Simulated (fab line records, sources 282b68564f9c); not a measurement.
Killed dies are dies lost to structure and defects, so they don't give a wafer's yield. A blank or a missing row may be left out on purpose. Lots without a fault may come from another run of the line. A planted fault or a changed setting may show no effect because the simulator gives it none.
Problem report in the 8D (eight disciplines) form, filled by code | flow rit_cmos | the parts of the form that need people (team, actions taken, sign-off) are left out

1. THE PROBLEM
NRETRO_TW at RIT_NRETRO_TW_MEAS_10 reads a mean of 1000 on 6 wafers of 2 lots; wafers without a fault read 1058 with a standard deviation of 9.5. That is -6.1 standard deviations from the usual mean.
First seen on wafer L592.1, day 4 07:15, on film_metro-03. The record holds 42 wafers of 14 lots with a number at this step. Rule for "out", or "out of limits": more than 4 standard deviations from the usual mean. The other wafers with a number count as sound.

2. WHAT IT IS AND WHAT IT IS NOT
question                    | is                           | is not
which readings at this step | NRETRO_TW                    | -
which lots                  | L592, L593                   | L583, L584, L585, L590, L594, L595, L596, L597, L598, L601, L605, L606
which wafers of those lots  | all that have a number       | -
read on which gauges        | film_metro-03, film_metro-04 | film_metro-02
when                        | from day 4 07:15             | up to then (12 sound wafers); but 24 sound wafers of L594, L595, L596, L597, L598, L601, L605, L606 came after

3. SUSPECTS, AND WHAT RULES EACH OUT
Counting: a tool at a process step up to the reading stays a suspect if it ran every lot that is out and no sound lot after the first of them.
- the gauge at RIT_NRETRO_TW_MEAS_10: ruled out. The wafers that are out were read on 2 gauges (film_metro-03, film_metro-04).
- implanter-01 at RIT_NRETRO_IMPLANT_08: kept. It ran every lot that is out, first L592 (day 4 06:56), and no sound lot after that; its last sound lot up to then is L584 (day 2 14:31). Its own readings are out on those wafers: dose_ions_cm2, faraday_current_uA.
Left after counting: implanter-01 at RIT_NRETRO_IMPLANT_08.

4. THE CAUSE (what the simulator had put in)
Process parameter drift: implanter-01, from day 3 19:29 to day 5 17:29, at RIT_NRETRO_IMPLANT_08. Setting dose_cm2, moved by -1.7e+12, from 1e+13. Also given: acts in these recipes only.
Counting left only this tool.

5. THE CHAIN OF EFFECTS, in route order
Each row: a reading whose mean over the struck wafers that have a number lies more than 3 standard deviations from the usual. Only readings for which the record gives a usual standard deviation are gone through. hours: the time from each lot's start at the first step in this table that gives one to its start at this step, as a median over the lots. sigmas: the change in usual standard deviations.
hours | step                  | reading            | usual      | on struck wafers | change      | sigmas
0     | RIT_NRETRO_IMPLANT_08 | dose_ions_cm2      | 1.0002e+13 | 8.2993e+12       | -1.7027e+12 | -99 or more
0     | RIT_NRETRO_IMPLANT_08 | faraday_current_uA | 31.7       | 26.3             | -5.4        | -9.2
0     | RIT_NRETRO_TW_MEAS_10 | NRETRO_TW          | 1058       | 1000             | -58         | -6.1
The process steps in it:
- RIT_NRETRO_IMPLANT_08

6. WHAT WOULD HAVE CAUGHT IT SOONER
In this record the first reading out of limits at a measuring or inspecting step was taken at day 4 07:15, 12 hours after the fault began at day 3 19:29.
The tool's own readings at RIT_NRETRO_IMPLANT_08 were out on every struck wafer that the step has a row for (dose_ions_cm2, faraday_current_uA): an alarm limit on them would have fired on the first of those.
Of the lots that are out (2), L593 began RIT_NRETRO_IMPLANT_08 on implanter-01 after day 4 07:15. A hold on the tool at that time would have spared it.
